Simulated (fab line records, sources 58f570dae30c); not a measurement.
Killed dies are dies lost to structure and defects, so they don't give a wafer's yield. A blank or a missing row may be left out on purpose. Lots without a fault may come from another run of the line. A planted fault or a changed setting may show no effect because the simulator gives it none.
Which tool did it? | flow berkeley_cmos170 | 14 lots, 42 wafers sampled, at 4 steps of a route of 331

WHAT THE GAUGES READ, wafer by wafer
UCB170_PWELL_TW_MEAS_17. Usual: PWELL_TW 378, standard deviation 5.2.
lot  | measured    | on            | PWELL_TW    | flag
L627 | day 3 09:10 | film_metro-02 | 381 385 385 |
L628 | day 3 09:26 | film_metro-03 | 370 368 368 |
L629 | day 3 20:44 | film_metro-02 | 383 384 383 |
L630 | day 3 20:32 | film_metro-03 | 370 374 369 |
L632 | day 4 05:38 | film_metro-02 | 382 382 384 |
L633 | day 4 12:52 | film_metro-02 | 385 382 384 |
L634 | day 5 02:46 | film_metro-02 | 383 384 384 |
L635 | day 5 02:41 | film_metro-02 | 340 339 337 | OFF
L636 | day 5 02:43 | film_metro-02 | 382 382 383 |
L639 | day 5 12:03 | film_metro-02 | 339 340 338 | OFF
L643 | day 6 11:55 | film_metro-03 | 371 371 372 |
L645 | day 6 18:14 | film_metro-04 | 377 375 373 |
L648 | day 7 17:05 | film_metro-03 | 373 373 372 |
L649 | day 7 23:08 | film_metro-04 | 374 376 372 |

UCB170_M1_CD_MEAS_90: target cd 700 nm. Usual: cd_nm 700.5 nm, standard deviation 2.2.
lot  | measured     | on        | cd_nm (nm)        | flag
L627 | day 7 14:25  | cd_sem-01 | 698.1 702.2 698.8 |
L628 | day 7 16:16  | cd_sem-02 | 703.5 703.8 702.5 |
L629 | day 8 13:07  | cd_sem-02 | 703.0 704.1 699.7 |
L630 | day 8 12:53  | cd_sem-01 | 702.1 700.8 701.6 |
L632 | day 8 21:01  | cd_sem-01 | 699.6 698.0 700.8 |
L633 | day 9 17:32  | cd_sem-02 | 700.8 702.4 704.4 |
L634 | day 9 16:14  | cd_sem-02 | 704.8 702.3 703.4 |
L635 | day 9 16:58  | cd_sem-01 | 703.8 699.1 701.4 |
L636 | day 9 16:59  | cd_sem-02 | 702.7 696.8 705.9 |
L639 | day 10 01:12 | cd_sem-02 | 704.1 700.4 702.4 |
L643 | day 11 08:07 | cd_sem-01 | 702.8 698.5 699.6 |
L645 | day 11 07:10 | cd_sem-02 | 700.8 700.3 699.6 |
L648 | day 12 09:08 | cd_sem-01 | 699.3 697.7 700.2 |
L649 | day 12 08:34 | cd_sem-02 | 697.3 699.3 701.0 |

WHICH TOOL RAN EACH LOT (tool, then ch and the chambers of the sampled wafers, then the start)
lot  | UCB170_ZERO_ETCH_06               | UCB170_PWELL_IMPLANT_15
L627 | rie_diel-03 ch 0,1,3, day 1 23:22 | implanter-01 ch 0, day 3 08:55
L628 | rie_diel-01 ch 0,1,3, day 1 23:38 | implanter-03 ch 0, day 3 09:11
L629 | rie_diel-04 ch 1,2, day 2 08:15   | implanter-01 ch 0, day 3 20:30
L630 | rie_diel-01 ch 0,2,3, day 2 13:34 | implanter-02 ch 0, day 3 20:19
L632 | rie_diel-03 ch 0,1,3, day 2 20:41 | implanter-03 ch 0, day 4 05:23
L633 | rie_diel-03 ch 1,3, day 3 03:28   | implanter-03 ch 0, day 4 12:37
L634 | rie_diel-01 ch 2,3, day 3 10:21   | implanter-01 ch 0, day 5 02:26
L635 | rie_diel-04 ch 1,2, day 3 13:51   | implanter-03 ch 0, day 5 02:19
L636 | rie_diel-03 ch 0,1, day 3 13:58   | implanter-02 ch 0, day 5 02:15
L639 | rie_diel-01 ch 0,1, day 4 04:03   | implanter-03 ch 0, day 5 11:51
L643 | rie_diel-01 ch 1,3, day 5 03:50   | implanter-02 ch 0, day 6 11:40
L645 | rie_diel-01 ch 0,3, day 5 12:56   | implanter-02 ch 0, day 6 17:59
L648 | rie_diel-01 ch 1,2,3, day 6 07:13 | implanter-02 ch 0, day 7 16:50
L649 | rie_diel-03 ch 0,3, day 6 11:54   | implanter-02 ch 0, day 7 22:53
- UCB170_ZERO_ETCH_06: etches SiO2 in CHF3/CF4/Ar, time 12 s.
- UCB170_PWELL_IMPLANT_15

WHAT THE TOOLS THEMSELVES READ (means of the sampled wafers that have a number; where no wafer has one, the mark that the record gives instead)
UCB170_ZERO_ETCH_06. Usual: cf4_flow_sccm 10.00 sccm, standard deviation 0.031; drypump_motor_current_A 5.6 A, standard deviation 0.55; oes_product_au 0.614 a.u., standard deviation 0.0097; throttle_valve_pct 9.23 %, standard deviation 0.13.
lot  | tool        | cf4_flow_sccm (sccm) | drypump_motor_current_A (A) | oes_product_au (a.u.) | throttle_valve_pct (%) | flag
L627 | rie_diel-03 | 9.97                 | 5.4                         | 0.615                 | 9.14                   |
L628 | rie_diel-01 | 10.02                | 5.5                         | 0.612                 | 9.20                   |
L629 | rie_diel-04 | 10.03                | 5.2                         | 0.622                 | 9.47                   |
L630 | rie_diel-01 | 10.00                | 6.0                         | 0.613                 | 9.24                   |
L632 | rie_diel-03 | 10.01                | 5.4                         | 0.617                 | 9.13                   |
L633 | rie_diel-03 | 10.00                | 5.6                         | 0.624                 | 9.01                   |
L634 | rie_diel-01 | 9.96                 | 6.3                         | 0.612                 | 9.23                   |
L635 | rie_diel-04 | 10.05                | 5.6                         | 0.627                 | 9.44                   |
L636 | rie_diel-03 | 9.97                 | 5.4                         | 0.606                 | 9.18                   |
L639 | rie_diel-01 | 9.99                 | 5.7                         | 0.610                 | 9.19                   |
L643 | rie_diel-01 | 10.01                | 5.4                         | 0.606                 | 9.19                   |
L645 | rie_diel-01 | 9.98                 | 5.5                         | 0.609                 | 9.23                   |
L648 | rie_diel-01 | 10.01                | 5.9                         | 0.608                 | 9.21                   |
L649 | rie_diel-03 | 10.01                | 5.3                         | 0.618                 | 9.08                   |

UCB170_PWELL_IMPLANT_15. Usual: dose_ions_cm2 4.999e+12, standard deviation 4.9e+09; faraday_current_uA 15.9, standard deviation 0.32.
lot  | tool         | dose_ions_cm2 | faraday_current_uA | flag
L627 | implanter-01 | 4.999e+12     | 15.8               |
L628 | implanter-03 | 4.997e+12     | 16.0               |
L629 | implanter-01 | 5.006e+12     | 15.7               |
L630 | implanter-02 | 4.998e+12     | 15.7               |
L632 | implanter-03 | 4.999e+12     | 15.7               |
L633 | implanter-03 | 4.996e+12     | 16.1               |
L634 | implanter-01 | 4.997e+12     | 15.8               |
L635 | implanter-03 | 3.343e+12     | 10.7               | OFF
L636 | implanter-02 | 4.994e+12     | 16.0               |
L639 | implanter-03 | 3.347e+12     | 10.8               | OFF
L643 | implanter-02 | 4.996e+12     | 15.6               |
L645 | implanter-02 | 4.998e+12     | 16.0               |
L648 | implanter-02 | 5.000e+12     | 16.1               |
L649 | implanter-02 | 4.997e+12     | 16.0               |

THE ANSWER, worked out from the rows above alone
Rule: a lot is off if the mean of its wafers that have a number lies more than 3 standard deviations from the usual mean. A lot without any number at a reading at which 4 lots or more have one is off too. The other lots that the step has rows for count as sound. The gauges are gone through in route order, then the tools' own readings, and for those a lot's mean is taken as printed above. The first step at which some lot is off is used, and at that step the reading that is off furthest; a lot without a number counts as furthest.
Off: L635, L639, at UCB170_PWELL_TW_MEAS_17 (PWELL_TW).
A tool fits if, at a process step before that reading, it ran every lot that is off, and no sound lot after the first of them. The gauges at UCB170_PWELL_TW_MEAS_17 aren't tried: what is off there is off at UCB170_PWELL_IMPLANT_15 too, on other tools, and a gauge's error can't cause that. One fits: implanter-03 at UCB170_PWELL_IMPLANT_15. Its last sound lot is L633 (day 4 12:37), its first lot that is off L635 (day 5 02:19): a fault that began between those two fits.
The tool's own readings at UCB170_PWELL_IMPLANT_15 bear it out: on the lots that are off they differ by more than 5 times the standard deviation of the sound lots' means. dose_ions_cm2 reads 3.345e+12 there against 4.998e+12 on the sound lots; faraday_current_uA reads 10.8 there against 15.9 on the sound lots.

WHAT THE SIMULATOR HAD PUT IN
Process parameter drift: implanter-03, from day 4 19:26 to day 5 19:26, at UCB170_PWELL_IMPLANT_15. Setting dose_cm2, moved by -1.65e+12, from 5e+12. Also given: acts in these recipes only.
Lots struck among those shown: L635, L639. The rule above found the same.
